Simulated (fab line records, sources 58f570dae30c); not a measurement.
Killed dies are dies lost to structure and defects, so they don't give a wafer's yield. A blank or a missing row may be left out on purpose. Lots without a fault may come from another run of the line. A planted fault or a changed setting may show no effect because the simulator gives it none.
Which tool did it? | flow berkeley_cmos170 | 14 lots, 42 wafers sampled, at 3 steps of a route of 331

WHAT THE GAUGES READ, wafer by wafer
UCB170_WELLDRIVE_THK_MEAS_02. Usual: WELLDRIVE_OXIDE_THK 198 nm, standard deviation 3.6.
lot  | measured    | on            | WELLDRIVE_OXIDE_THK (nm) | flag
L776 | day 3 18:54 | film_metro-01 | 201 194 199              |
L777 | day 3 18:55 | film_metro-03 | 201 198 200              |
L778 | day 4 02:30 | film_metro-03 | 193 193 193              |
L779 | day 4 02:30 | film_metro-01 | 205 200 202              |
L780 | day 4 05:45 | film_metro-03 | 198 195 199              |
L781 | day 4 05:45 | film_metro-04 | 198 198 196              |
L782 | day 4 18:52 | film_metro-01 | 203 205 205              |
L785 | day 5 06:43 | film_metro-01 | 194 194 194              |
L784 | day 5 06:44 | film_metro-04 | 192 195 190              |
L786 | day 5 14:53 | film_metro-04 | 205 200 202              |
L789 | day 6 14:26 | film_metro-03 | 200 203 198              |
L791 | day 6 18:23 | film_metro-01 | 192 196 196              |
L790 | day 6 18:25 | film_metro-04 | 197 199 195              |
L793 | day 7 04:02 | film_metro-03 | 205 205 200              |

UCB170_ACTIVE_CD_MEAS_13: target cd 1200 nm. Usual: cd_nm 1200.3 nm, standard deviation 1.3.
lot  | measured    | on        | cd_nm (nm)           | flag
L776 | day 4 12:29 | cd_sem-02 | 1203.3 1203.0 1203.6 |
L777 | day 4 12:43 | cd_sem-01 | 1201.5 1202.1 1200.1 |
L778 | day 4 23:27 | cd_sem-01 | 1198.9 1198.8 1199.3 |
L779 | day 4 23:43 | cd_sem-01 | 1198.8 1199.7 1198.2 |
L780 | day 4 23:56 | cd_sem-01 | 1200.4 1200.7 1201.0 |
L781 | day 4 23:39 | cd_sem-02 | 1200.7 1201.7 1201.5 |
L782 | day 5 17:06 | cd_sem-02 | 1201.4 1201.5 1202.7 |
L785 | day 5 22:09 | cd_sem-01 | 1200.5 1200.5 1200.1 |
L784 | day 5 21:58 | cd_sem-01 | 1199.4 1199.0 1199.7 |
L786 | day 6 08:08 | cd_sem-01 | 1201.3 1199.4 1201.4 |
L789 | day 7 12:41 | cd_sem-02 | 1200.8 1202.3 1203.1 |
L791 | day 7 12:23 | cd_sem-02 | 1198.5 1197.3 1197.4 |
L790 | day 7 13:17 | cd_sem-02 | 1199.5 1199.3 1200.4 |
L793 | day 7 15:23 | cd_sem-01 | 1198.8 1199.3 1198.6 |

UCB170_SCREENOX_THK_MEAS_02. Usual: SCREENOX_OXIDE_THK 14.32 nm, standard deviation 0.28.
lot  | measured    | on            | SCREENOX_OXIDE_THK (nm) | flag
L776 | day 5 16:10 | film_metro-04 | 14.20 14.39 14.40       |
L777 | day 5 16:11 | film_metro-03 | 14.07 14.23 14.44       |
L778 | day 6 03:29 | film_metro-04 | 14.61 14.51 14.33       |
L779 | day 6 03:26 | film_metro-03 | 14.46 14.50 14.19       |
L780 | day 6 03:26 | film_metro-02 | 14.16 14.20 14.40       |
L781 | day 6 03:26 | film_metro-04 | 14.37 14.13 14.08       |
L782 | day 7 00:32 | film_metro-02 | 14.07 14.24 14.60       |
L785 | day 7 00:32 | film_metro-03 | 14.45 14.38 14.44       |
L784 | day 7 00:36 | film_metro-04 | 14.33 14.19 14.36       |
L786 | day 7 10:39 | film_metro-02 | 14.17 14.10 14.10       |
L789 | day 8 17:43 | film_metro-03 | 14.27 14.27 14.49       |
L791 | day 8 17:44 | film_metro-03 | 14.11 14.36 13.92       |
L790 | day 8 17:43 | film_metro-04 | 14.31 14.21 14.14       |
L793 | day 8 17:41 | film_metro-02 | 13.95 13.85 14.08       |

WHICH TOOL RAN EACH LOT (tool, then ch and the chambers of the sampled wafers, then the start)
The record holds no process step before these readings.

WHAT THE TOOLS THEMSELVES READ (means of the sampled wafers that have a number; where no wafer has one, the mark that the record gives instead)
The record holds no such reading with a usual standard deviation.

THE ANSWER, worked out from the rows above alone
Rule: a lot is off if the mean of its wafers that have a number lies more than 3 standard deviations from the usual mean. A lot without any number at a reading at which 4 lots or more have one is off too. The other lots that the step has rows for count as sound. The gauges are gone through in route order, then the tools' own readings, and for those a lot's mean is taken as printed above. The first step at which some lot is off is used, and at that step the reading that is off furthest; a lot without a number counts as furthest.
No lot is off at any reading shown: from this, nothing can be told.

WHAT THE SIMULATOR HAD PUT IN
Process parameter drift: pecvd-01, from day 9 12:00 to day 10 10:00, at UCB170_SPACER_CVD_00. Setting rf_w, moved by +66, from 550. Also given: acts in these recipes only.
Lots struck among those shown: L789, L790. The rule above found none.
